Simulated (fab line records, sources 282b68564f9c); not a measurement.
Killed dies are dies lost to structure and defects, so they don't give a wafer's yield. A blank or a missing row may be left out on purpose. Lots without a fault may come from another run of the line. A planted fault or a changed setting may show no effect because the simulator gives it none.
fab line records | flow rit_cmos
record lots=5 wafers=15 last_day=5
route steps=202 shown CONTACT@180 M1@184
lots that met no fault: from a run of the same line without faults
start_h: hours from the record's first day to the start of the lot's first wafer shown | wait_h: hours since the lot's step before | " the same as in the row above | L1.1+2: a row that stands for several wafers | - no value, or no start given | * or withheld: withheld | < > ~ a bound
route shown NAME@n: a module of which the file shows steps, and the number in the route of the first | usual: mean/standard deviation of fault-free wafers | same: alike in all rows | chamber/n: place in a boat | sites: the reading at each site | _std_site: their standard deviation | _edge_site: outer sites' mean less inner sites' | radius_mm: how far each site lies from the wafer's centre | mask NAME#n: copy n | behind: the tool/chamber that last shaped the wafer | hold: why the lot was held/for how many hours/how that ended | device: the transistor (n, p or np) that didn't switch | end of line: the same wafers' tests at the end of the route | a step without rows: its recipe alone | killed: dies lost to structure and defects at the first sort, not the wafer's yield | map: a wafer's dies, x killed, . not, _ none there
set.NAME: the setting as run; set.NAME@STEP: as run at that earlier step | model.NAME: the simulator's own value behind a step, which no gauge read
lots at some steps of the route; a table a step, a row a wafer
services: from which hour (start_h, from the record's first day; less than 0 if before it) a tool's chamber was out of use, for how many hours, and why
## steps
# step RIT_CONTACT_STRIP_12
# recipe chemistry=O2 time_s=180 resist=NOVOLAK platen_temp_c=withheld power_w=500 pressure_mtorr=4000 o2_flow_sccm=4000
# usual drypump_motor_current_A=5.57/0.29
# columns lot.wafer tool chamber start_h wait_h drypump_motor_current_A rf_hours_counter_h
L434.1 plasma_asher-01 0 53.75 0.1 5.20 26
L434.2 " 1 " " 5.71 26
L434.3 " 0 " " 5.22 -
L444.1 plasma_asher-02 1 109.16 0.1 5.71 46
L444.3 " 0 " " 5.83 -
L444.4 " 1 " " 5.72 -
L446.1 plasma_asher-01 0 113.42 0.1 5.20 33
L446.4 " 0 " " 5.20 -
L446.5 " 1 " " 5.71 -
L447.1 plasma_asher-02 1 120.11 0.1 5.70 0
L447.5 " 0 " " 5.76 -
L447.6 " 1 " " 5.71 -
L448.2 plasma_asher-04 0 125.14 0.1 5.41 51
L448.3 " 1 " " 4.87 -
L448.4 " 0 " " 5.39 -
# step RIT_CONTACT_CD_MEAS_90
# recipe target_cd_nm=1000
# usual cd_nm=999.8/1.7
# columns lot.wafer tool chamber start_h wait_h cd_nm
L434.1 cd_sem-01 - 53.92 0.1 998.4
L434.2 " - " " 998.1
L434.3 " - " " 1002.3
L444.1 cd_sem-01 - 109.33 0.1 1001.6
L444.3 " - " " 1003.7
L444.4 " - " " 1001.3
L446.1 cd_sem-01 - 113.59 0.1 997.5
L446.4 " - " " 997.8
L446.5 " - " " 998.5
L447.1 cd_sem-01 - 120.29 0.1 998.2
L447.5 " - " " 997.0
L447.6 " - " " 996.4
L448.2 cd_sem-01 - 125.33 0.1 1003.1
L448.3 " - " " 1001.5
L448.4 " - " " 1000.2
# step RIT_CONTACT_CLEAN_13
# recipe chemistry=SC1 mix=3:3:50 time_s=600 temp_c=75
# step RIT_CONTACT_CLEAN_14
# recipe chemistry=SC2 mix=3:3:50 time_s=600 temp_c=75 dry=n2_spin
# step RIT_M1_SPUTTER_00
# recipe material=Al target_thk_nm=400 power_w=2000 chamber_pressure_pa=0.4 gas=Ar time_s=500 substrate_temp_c=25
# usual cathode_dc_power_W=2000.0/0.34 throttle_valve_pct=30.0/1.1
# columns lot.wafer tool chamber start_h wait_h cathode_dc_power_W throttle_valve_pct
L434.1 pvd_sputter-03 - 54.41 0.0 1999.6 29.8
L434.2 " - " " 2000.7 29.0
L434.3 " - " " 2000.3 28.7
L444.1 pvd_sputter-04 - 109.80 0.0 1999.5 31.3
L444.3 " - " " 1999.7 29.2
L444.4 " - " " 2000.0 31.5
L446.1 pvd_sputter-04 - 114.06 0.0 1999.8 31.3
L446.4 " - " " 1999.4 29.0
L446.5 " - " " 1999.9 31.4
L447.1 pvd_sputter-03 - 120.76 0.0 2000.0 28.8
L447.5 " - " " 1999.8 29.8
L447.6 " - " " 1999.7 28.9
L448.2 pvd_sputter-04 - 125.78 0.0 2000.5 29.3
L448.3 " - " " 2000.0 31.2
L448.4 " - " " 2000.5 29.0
# step RIT_M1_RS_MEAS_01
# recipe thk_meas_gauge=four-point-probe reads=Al_of_M1_SPUTTER_00
# usual M1_AL_RS=0.0737/0.00071
# columns lot.wafer tool chamber start_h wait_h M1_AL_RS[ohm/sq]
L434.1 film_metro-03 - 54.70 0.1 0.0754
L434.2 " - " " 0.0741
L434.3 " - " " 0.0741
L444.1 film_metro-02 - 110.12 0.2 0.0738
L444.3 " - " " 0.0728
L444.4 " - " " 0.0732
L446.1 film_metro-03 - 114.38 0.2 0.0738
L446.4 " - " " 0.0733
L446.5 " - " " 0.0732
L447.1 film_metro-02 - 121.05 0.1 0.0724
L447.5 " - " " 0.0731
L447.6 " - " " 0.0733
L448.2 film_metro-02 - 126.10 0.2 0.0733
L448.3 " - " " 0.0741
L448.4 " - " " 0.0740
# step RIT_M1_THK_MEAS_02
# recipe thk_meas_gauge=xrf reads=Al_of_M1_SPUTTER_00
# usual M1_AL_THK=406/4.7
# columns lot.wafer tool chamber start_h wait_h M1_AL_THK[nm]
L434.1 film_metro-03 - 54.82 0.1 394
L434.2 " - " " 402
L434.3 " - " " 403
L444.1 film_metro-02 - 110.24 0.1 404
L444.3 " - " " 408
L444.4 " - " " 408
L446.1 film_metro-03 - 114.50 0.1 408
L446.4 " - " " 410
L446.5 " - " " 414
L447.1 film_metro-02 - 121.17 0.1 409
L447.5 " - " " 408
L447.6 " - " " 404
L448.2 film_metro-02 - 126.21 0.1 403
L448.3 " - " " 401
L448.4 " - " " 401
# step RIT_M1_HMDS_03
# recipe prime_time_s=60 prime_temp_c=140
# step RIT_M1_COAT_04
# recipe resist=NOVOLAK spin_rpm=2000 resist_thk_nm=1300
# step RIT_M1_SOFTBAKE_05
# recipe resist=NOVOLAK temp_c=90 time_s=60
# step RIT_M1_EXPOSE_06
# recipe mask_id=M12 na=0.6 source_shape=conventional sigma_outer=0.5 target_cd_nm=2600 dose_mj=250
# step RIT_M1_PEB_07
# recipe resist=NOVOLAK temp_c=withheld time_s=withheld
# step RIT_M1_DEVELOP_08
# recipe resist=NOVOLAK develop_time_s=68 dev_temp_c=22.44
# columns lot.wafer tool chamber start_h wait_h
L434.1+2+3 litho_track-03 0 55 -
L444.1+3+4 litho_track-03 0 111 -
L446.1+4+5 litho_track-01 0 115 -
L447.1+5+6 litho_track-02 0 121 -
L448.2+3+4 litho_track-01 0 127 -
# step RIT_M1_CD_MEAS_09
# recipe target_cd_nm=2600
# usual cd_nm=2600.4/2.1
# columns lot.wafer tool chamber start_h wait_h hold cd_nm
L434.1 cd_sem-02 - 55.76 - - 2603.0
L434.2 " - " " - 2600.9
L434.3 " - " " - 2605.5
L444.1 cd_sem-01 - 111.18 - await_dispo/0.2h/release 2591.2
L444.3 " - " " await_dispo/0.2h/release 2592.0
L444.4 " - " " await_dispo/0.2h/release 2593.1
L444.1 cd_sem-01 - 111.47 0.3 - 2591.2
L444.3 " - " " - 2592.1
L444.4 " - " " - 2593.6
L446.1 cd_sem-01 - 115.44 - - 2601.5
L446.4 " - " " - 2600.9
L446.5 " - " " - 2600.2
L447.1 cd_sem-01 - 122.11 - - 2599.1
L447.5 " - " " - 2601.9
L447.6 " - " " - 2600.7
L448.2 cd_sem-02 - 127.16 - - 2600.3
L448.3 " - " " - 2600.6
L448.4 " - " " - 2602.3
# step RIT_M1_OVL_MEAS_10
# usual M1_OVL=-0.3/1.5
# columns lot.wafer tool chamber start_h wait_h hold M1_OVL[nm]
L434.1 overlay-01 - 55.88 0.1 - -2.1
L434.2 " - " " - -2.4
L434.3 " - " " - -1.4
L444.1 overlay-01 - 113.35 1.9 await_dispo/1.8h/release -1.0
L444.3 " - " " await_dispo/1.8h/release -0.5
L444.4 " - " " await_dispo/1.8h/release 0.4
L446.1 overlay-01 - 115.56 0.1 - -0.5
L446.4 " - " " - 2.7
L446.5 " - " " - 1.0
L447.1 overlay-02 - 122.23 0.1 - 0.7
L447.5 " - " " - -1.6
L447.6 " - " " - 0.0
L448.2 overlay-01 - 127.26 0.1 - 0.0
L448.3 " - " " - 2.4
L448.4 " - " " - 0.0
# step RIT_M1_PROBE_99
# usual killed_at_M0_to_M3=0.0/0.16 killed_at_contacts=0.0/0.18 killed_at_front_end=7/3.1 killed_dies=7/3.1 killed_on_rim=1.8/1.4 killed_open=3.5/2.1 killed_short=3.5/2
# same gross_dies=264 killed_at_M4_up=0 killed_at_back_side=0 killed_at_other=0
# columns lot.wafer tool chamber start_h wait_h killed_at_M0_to_M3 killed_at_contacts killed_at_front_end killed_dies killed_on_rim killed_open killed_short
L434.1 prober-01 - 58.42 0.1 0 0 8 8 0 3 5
L434.2 prober-01 - 58.47 0.1 0 1 3 4 0 4 0
L434.3 prober-01 - 58.52 0.2 0 0 6 6 1 4 1
L444.1 prober-01 - 115.89 0.1 1 0 9 10 2 5 5
L444.3 prober-01 - 115.99 0.2 0 0 7 7 2 6 1
L444.4 prober-01 - 116.04 0.2 0 0 4 4 1 0 4
L446.1 prober-01 - 118.10 0.1 0 0 4 4 0 1 2
L446.4 prober-01 - 118.25 0.2 0 0 5 5 1 1 4
L446.5 prober-01 - 118.30 0.2 0 0 5 5 4 2 3
L447.1 prober-02 - 124.77 0.1 0 0 8 8 2 6 2
L447.5 prober-02 - 124.97 0.2 0 0 7 7 1 2 5
L447.6 prober-02 - 125.02 0.2 0 0 3 3 1 2 1
L448.2 prober-01 - 129.89 0.1 0 0 7 7 1 2 5
L448.3 prober-01 - 129.94 0.2 0 0 9 9 2 3 6
L448.4 prober-01 - 129.99 0.2 0 0 6 6 2 0 6
# killed by level:class
L434.1 SPACER:geometric_particle:short=2 FOX1:geometric_particle:short=1 GATE:geometric_particle:open=1 GATE:geometric_particle:short=1 REOX:geometric_particle:short=1 REOX:geometric_particle:open=1 SPACER:geometric_particle:open=1
L434.2 REOX:geometric_particle:open=1 SPACER:geometric_particle:open=1 SILICIDE:geometric_particle:open=1 CONTACT:geometric_particle:open=1
L434.3 FOX1:geometric_particle:open=3 FOX2:geometric_particle:open=1 REOX:geometric_particle:short=1 PRETRO:coat_microbubble_printed=1
L444.1 SPACER:geometric_particle:open=2 FOX1:geometric_particle:open=1 FOX1:geometric_particle:short=1 GATE:geometric_particle:short=1 REOX:geometric_particle:open=1 SPACER:geometric_particle:short=1 SILICIDE:geometric_particle:open=1 SILICIDE:geometric_particle:short=1
L444.3 GATE:geometric_particle:open=4 FOX1:geometric_particle:open=1 GATE:geometric_particle:short=1 SPACER:geometric_particle:open=1
L444.4 GATE:geometric_particle:short=3 SILICIDE:geometric_particle:short=1
L446.1 GATE:geometric_particle:open=1 GATE:geometric_particle:short=1 SILICIDE:geometric_particle:short=1 NRETRO:coat_microbubble_printed=1
L446.4 SILICIDE:geometric_particle:short=3 FOX1:geometric_particle:open=1 GATE:geometric_particle:short=1
L446.5 GATE:geometric_particle:short=2 FOX2:geometric_particle:open=1 GATE:geometric_particle:open=1 SPACER:geometric_particle:short=1
L447.1 REOX:geometric_particle:open=2 FOX1:geometric_particle:open=1 FOX2:geometric_particle:open=1 FOX2:geometric_particle:short=1 GATE:geometric_particle:open=1 SPACER:geometric_particle:short=1 SILICIDE:geometric_particle:open=1
L447.5 GATE:geometric_particle:short=3 GATE:geometric_particle:open=1 SPACER:geometric_particle:short=1 SILICIDE:geometric_particle:open=1 SILICIDE:geometric_particle:short=1
L447.6 GATE:geometric_particle:open=1 SPACER:geometric_particle:open=1 SPACER:geometric_particle:short=1
L448.2 FOX1:geometric_particle:short=2 FOX2:geometric_particle:open=1 FOX2:geometric_particle:short=1 GATE:geometric_particle:short=1 GATE:geometric_particle:open=1 SILICIDE:geometric_particle:short=1
L448.3 FOX2:geometric_particle:short=2 FOX2:geometric_particle:open=1 GATE:geometric_particle:short=1 GATE:geometric_particle:open=1 SILICIDE:geometric_particle:open=1 REOX:geometric_particle:short=1 SPACER:geometric_particle:short=1 SILICIDE:geometric_particle:short=1
L448.4 GATE:geometric_particle:short=2 SILICIDE:geometric_particle:short=2 FOX1:geometric_particle:short=1 REOX:geometric_particle:short=1
## services
# columns tool chamber start_h hours kind
plasma_asher-04 - 31.89 3.0 repair
plasma_asher-04 - 68.29 2.8 pm
plasma_asher-02 - 91.14 0.5 repair
plasma_asher-02 - 104.86 3.3 repair
plasma_asher-02 - 105.39 0.4 repair
pvd_sputter-04 - 116.17 3.9 repair
plasma_asher-02 0 117.81 - clean
plasma_asher-02 1 117.81 - clean
## key
first_sign step=RIT_M1_CD_MEAS_09 reading=visit direction=added through=control_loop
effect step=RIT_M1_CD_MEAS_09 reading=cd_nm direction=down sigmas=4 usual=2600.4 struck=2592.1 through=control_loop
met_at RIT_M1_DEVELOP_08
struck_wafers L444.1,L444.3,L444.4
tester_left_out L444
loop_trim step=RIT_M1_EXPOSE_06 setting=dose lots=L444
onset_between 55 111
earlier_fault kind=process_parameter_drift tool=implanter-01 chamber=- onset_h=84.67 steps=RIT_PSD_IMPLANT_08 channel=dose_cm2 offset=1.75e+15 shape=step end_h=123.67 acts_in=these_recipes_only stated=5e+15
fault kind=process_parameter_drift tool=litho_track-03 chamber=- onset_h=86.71 steps=RIT_M1_DEVELOP_08 channel=develop_time_s offset=* shape=step acts_in=* stated=*
# tester_left_out: of these lots the tester's yield and bins aren't shown, on N5 and GAA mostly nor the transistor test; their killed dies are dies lost to structure and defects alone, not to doping, threshold or leakage, so they don't give the yield
# loop_trim: a control loop set the setting to another value than it would have without faults
